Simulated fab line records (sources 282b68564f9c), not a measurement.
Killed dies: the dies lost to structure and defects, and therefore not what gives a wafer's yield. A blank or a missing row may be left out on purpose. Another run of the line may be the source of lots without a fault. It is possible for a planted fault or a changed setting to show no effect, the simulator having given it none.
Comparing a struck lot with a sound one | flow rit-cmos | 15 steps out of a route of 202
Sound: the wafers L832.3, L832.5, L832.6. The struck wafers were L831.3, L831.4, L831.6. Last of all comes the cause.
Order at every step that has rows: each side's tool, ch and its chambers, its first start. Under that, the readings that differ: sound wafers | struck wafers | difference of the means | sigmas: that difference in standard deviations of wafers without a fault.
alike: readings with means less than 2 such deviations apart, plus words and numbers identical on both sides. not compared: withheld readings, readings lacking a value on some wafer, bounds such as >300 that could conceal the same value, and numbers that have no deviation in the record and whose values overlap.
A row with sigmas, a row that says differs or no value, or rows on one side alone: a step with any of these is where the two part. Non-overlapping numbers with no deviation appear without sigmas and do not part them. A reading missing from all wafers of one side parts the sides only when that side holds two or more wafers.

first, 3 steps without rows for these wafers: RIT_REOX_CLEAN_01 (cleans in dHF, time 30 s); RIT_REOX_CLEAN_02 (cleans in SC2, time 600 s); RIT_REOX_OXIDATION_03 (target thk 25.2 nm, ox time 5580 s).
RIT_REOX_THK_MEAS_04:
  sound on film-metro-04 at day 6 20:56; struck on film-metro-04 at day 6 17:04
  alike: REOX_OXIDE_THK
then, 6 steps without rows for these wafers: RIT_NLDD_HMDS_00 (prime time 60 s); RIT_NLDD_COAT_01 (resist thk 1000 nm); RIT_NLDD_SOFTBAKE_02 (time 60 s); RIT_NLDD_EXPOSE_03 (exposes mask M7, target cd 40700 nm); RIT_NLDD_PEB_04; RIT_NLDD_DEVELOP_05 (develop time 50 s).
RIT_NLDD_OVL_MEAS_06:
  sound on overlay-02 at day 6 21:58; struck on overlay-01 at day 6 17:58
  alike: NLDD_OVL
then, 1 step without rows for these wafers: RIT_NLDD_HARDBAKE_07 (time 60 s).
RIT_NLDD_IMPLANT_08:
  sound on implanter-04 ch 0, day 6 22:11; struck on implanter-01 ch 0, day 6 18:11
  reading                   | sound                | struck               | difference | sigmas
  beam-energy-keV           | 19.992 19.993 19.997 | 18.959 18.964 18.961 | -1.033     | -99 or more
  model.implant.rp-nm (nm)  | 28.2 28.2 28.2       | 27.03 27.03 27.03    | -1.17      |
  model.implant.drp-nm (nm) | 12.97 12.97 12.97    | 12.56 12.56 12.56    | -0.41      |
RIT_NLDD_STRIP_09: strips in O2, time 180 s.
  sound on plasma-asher-03 ch 0,1, day 6 22:21; struck on plasma-asher-01 ch 0,1, day 6 18:20
  reading                     | sound          | struck         | difference | sigmas
  drypump-motor-current-A (A) | 6.30 5.94 6.28 | 5.58 6.04 5.58 | -0.44      | -2
  not compared: rf-hours-counter-h
RIT_M1_PROBE_99:
  sound on prober-01 at day 7 13:34; struck on prober-02 at day 7 10:22
  reading                      | sound             | struck            | difference | sigmas
  model.etest.nldd.rs-ohm-sq   | 357.7 356.1 354.6 | 398.6 385.1 398.7 | +38.0      |
  model.etest.nldd.line-ohm-um | 113 112.1 112.4   | 123 122 126.7     | +11        |
  alike: killed-at-contacts, killed-at-front-end, killed-dies, killed-open, killed-short

## WHERE THEY PART
Earliest at RIT_NLDD_IMPLANT_08; latest, in this record, at RIT_NLDD_STRIP_09. Later steps at which nothing parts them and some readings are alike: RIT_M1_PROBE_99.

WHY: what had been put in by the simulator
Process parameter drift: implanter-01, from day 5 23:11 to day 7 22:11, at RIT_NLDD_IMPLANT_08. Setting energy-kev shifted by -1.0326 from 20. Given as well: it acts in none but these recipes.
